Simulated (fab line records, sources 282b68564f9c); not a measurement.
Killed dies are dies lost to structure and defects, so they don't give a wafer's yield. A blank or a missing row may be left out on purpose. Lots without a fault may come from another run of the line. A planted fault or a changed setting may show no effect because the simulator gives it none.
A struck lot beside a sound one | flow rit_cmos | 23 steps out of a route of 202
Sound: wafers L674.1, L674.4, L674.6. Struck: wafers L678.1, L678.2, L678.4. The cause comes at the end.
At each step with rows: each side's tool, then ch and its chambers, then its first start. Under that, the readings that differ: sound wafers | struck wafers | difference of the means | sigmas: that difference in standard deviations of wafers without a fault.
alike: readings whose means differ by less than 2 such deviations, and words and numbers that are the same on both sides. not compared: withheld readings, readings that some wafer has no value for, bounds like >300 that may hide the same value, and numbers for which the record gives no deviation and whose values overlap.
The two part at a step that has a row with sigmas, a row that says differs or no value, or rows on one side only. Numbers that don't overlap but have no deviation are shown without sigmas and don't part them. A reading that every wafer of one side lacks parts them only if that side has two wafers or more.

first, 5 steps without rows for these wafers: RIT_GATE_WET_ETCH_00 (etches SiO2 in BOE, target depth 56 nm, time 60 s); RIT_GATE_CLEAN_01 (cleans in SC1, time 600 s); RIT_GATE_CLEAN_02 (cleans in dHF, time 30 s); RIT_GATE_CLEAN_03 (cleans in SC2, time 600 s); RIT_GATE_CLEAN_04 (cleans in dHF, time 60 s).
RIT_FOX2_THK_MEAS_91:
  sound on film_metro-01, day 3 04:38; struck on film_metro-04, day 3 20:28
  alike: FIELD_OXIDE_LEFT_2_THK
then, 2 steps without rows for these wafers: RIT_GATE_OXIDATION_05 (target thk 3 nm, ox time 270 s); RIT_GATE_ANNEAL_06 (time 600 s).
RIT_GATE_THK_MEAS_07:
  sound on film_metro-03, day 3 09:31; struck on film_metro-01, day 3 22:10
  alike: GATE_OXIDE_THK
then, 1 step without rows for these wafers: RIT_GATE_CVD_08 (deposits poly-Si from SiH4, target thk 250 nm, time 2220 s).
RIT_GATE_THK_MEAS_09:
  sound on film_metro-03, day 3 11:12; struck on film_metro-01, day 3 23:51
  alike: GATE_POLY_THK
then, 1 step without rows for these wafers: RIT_GATE_HMDS_10 (prime time 60 s).
RIT_GATE_COAT_11: resist thk 850 nm.
  sound on litho_track-03 ch 0, day 3 11:25; struck on litho_track-04 ch 0, day 4 00:05
  reading                                   | sound           | struck            | difference | sigmas
  model.NOVOLAK_of_GATE_COAT_11.thk_nm (nm) | 858 856.3 856.2 | 470.3 471.2 471.9 | -385.7     |
then, 4 steps without rows for these wafers: RIT_GATE_SOFTBAKE_12 (time 60 s); RIT_GATE_EXPOSE_13 (exposes mask M6, target cd 150 nm); RIT_GATE_PEB_14; RIT_GATE_DEVELOP_15 (develop time 50 s).
RIT_GATE_CD_MEAS_16: target cd 150 nm.
  sound on cd_sem-01, day 3 12:14; struck on cd_sem-02, day 4 00:47
  reading    | sound       | struck   | difference | sigmas
  cd_nm (nm) | 150 153 152 | 61 65 64 | -88        | -28
RIT_GATE_OVL_MEAS_17:
  sound on overlay-01, day 3 12:21; struck on overlay-02, day 4 00:54
  alike: GATE_OVL
then, 1 step without rows for these wafers: RIT_GATE_HARDBAKE_18 (time 60 s).
RIT_GATE_ETCH_19: etches poly-Si in SF6/CHF3/O2, stops on SiO2, time 165 s, target depth 312.5 nm.
  sound on rie_si-01 ch 0,1,2, day 3 12:32; struck on rie_si-01 ch 0,1,3, day 4 01:14
  reading                                   | sound             | struck            | difference | sigmas
  model.NOVOLAK_of_GATE_COAT_11.thk_nm (nm) | 676.4 675.4 675.7 | 336 338.4 338.7   | -338       |
  model.GATE.cd_nm (nm)                     | 150 153.5 152.4   | 60.99 65.39 63.73 | -88.60     |
  alike: drypump_motor_current_A, he_backside_leak_sccm, oes_product_au, rf_fwd_power_W, throttle_valve_pct
  not compared: rf_hours_counter_h
RIT_GATE_STRIP_20: strips in O2, time 180 s.
  sound on plasma_asher-04 ch 0,1, day 3 12:39; struck on plasma_asher-02 ch 0,1, day 4 01:20
  alike: drypump_motor_current_A
  not compared: rf_hours_counter_h
RIT_M1_PROBE_99:
  sound on prober-01, day 4 08:28; struck on prober-01, day 4 22:52
  reading             | sound  | struck      | difference | sigmas
  killed_at_front_end | 13 6 8 | 264 264 264 | +255       | +80
  killed_dies         | 13 6 9 | 264 264 264 | +255       | +80
  killed_on_rim       | 3 2 1  | 70 70 70    | +68        | +45
  alike: killed_at_contacts, killed_open, killed_short

WHERE THEY PART
First at RIT_GATE_CD_MEAS_16; last, within this record, at RIT_M1_PROBE_99.

WHY: what the simulator had put in
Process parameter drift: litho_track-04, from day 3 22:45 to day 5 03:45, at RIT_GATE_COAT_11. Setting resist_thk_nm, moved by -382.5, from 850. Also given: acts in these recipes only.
